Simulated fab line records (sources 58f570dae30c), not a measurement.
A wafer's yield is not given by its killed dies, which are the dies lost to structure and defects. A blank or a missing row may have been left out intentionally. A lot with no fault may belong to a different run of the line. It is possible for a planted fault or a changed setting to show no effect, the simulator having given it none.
The tool behind it: which one?    flow berkeley-cmos170    6 lots, 18 wafers sampled, at 4 steps of a route of 331

## WHAT EACH GAUGE READ, for each wafer
UCB170_M1_OVL_MEAS_10.
lot   measured      on          M1_OVL (nm)
L356  day 9 00:44   overlay-02  6 0 -4
L359  day 9 21:26   overlay-01  2 1 1
L363  day 9 22:02   overlay-02  -5 -13 1
L366  day 10 16:28  overlay-01  8 0 8
L370  day 11 09:03  overlay-01  5 -4 -3
L378  day 12 22:53  overlay-02  -12 -10 -3

## WHAT TOOL EACH LOT RAN ON (gives the tool, then ch and the chambers of the sampled wafers, and finally the start)
lot   UCB170_SDANNEAL_RTA_01            UCB170_SILICIDE_PRE_CLEAN_00  UCB170_CONTACT_ETCH_17
L356  rtp-anneal-02 ch 0, day 8 15:34   pvd-sputter-04, day 8 16:05   rie-diel-03 ch 2,3, day 8 22:07
L359  rtp-anneal-02 ch 0, day 9 12:56   pvd-sputter-04, day 9 13:27   rie-diel-03 ch 0,1,2, day 9 19:26
L363  rtp-anneal-01 ch 0, day 9 13:20   pvd-sputter-02, day 9 13:51   rie-diel-04 ch 0,1, day 9 19:54
L366  rtp-anneal-02 ch 0, day 10 09:00  pvd-sputter-02, day 10 09:34  rie-diel-01 ch 1,2,3, day 10 14:05
L370  rtp-anneal-01 ch 0, day 11 00:04  pvd-sputter-02, day 11 00:35  rie-diel-03 ch 0,1, day 11 06:47
L378  rtp-anneal-01 ch 0, day 12 15:11  pvd-sputter-01, day 12 15:44  rie-diel-04 ch 0,1,2, day 12 20:59
- UCB170_SDANNEAL_RTA_01: time 5 s.
- UCB170_SILICIDE_PRE_CLEAN_00: preclean etch time 60 s.
- UCB170_CONTACT_ETCH_17: etches BARC in N2/H2.

## THE ANSWER, worked out from the rows above alone
Rule: usual is defined by the lots themselves. The widest of any qualifying gaps counts: lots, ordered by their means at a reading, are off when they make up no more than a third of the lots, leave a main group of 4 or more, and stand apart from it by 3 or more times the standard deviation of that group's means. Not used: any main group whose means are identical at the precision the tables above print for the reading. A lot without any number at a reading at which 4 lots or more have one is off too. All remaining lots with rows at the step are treated as sound.
No lot is off on any of the readings shown, so nothing can be concluded from this.

## WHAT HAD BEEN PUT IN BY THE SIMULATOR
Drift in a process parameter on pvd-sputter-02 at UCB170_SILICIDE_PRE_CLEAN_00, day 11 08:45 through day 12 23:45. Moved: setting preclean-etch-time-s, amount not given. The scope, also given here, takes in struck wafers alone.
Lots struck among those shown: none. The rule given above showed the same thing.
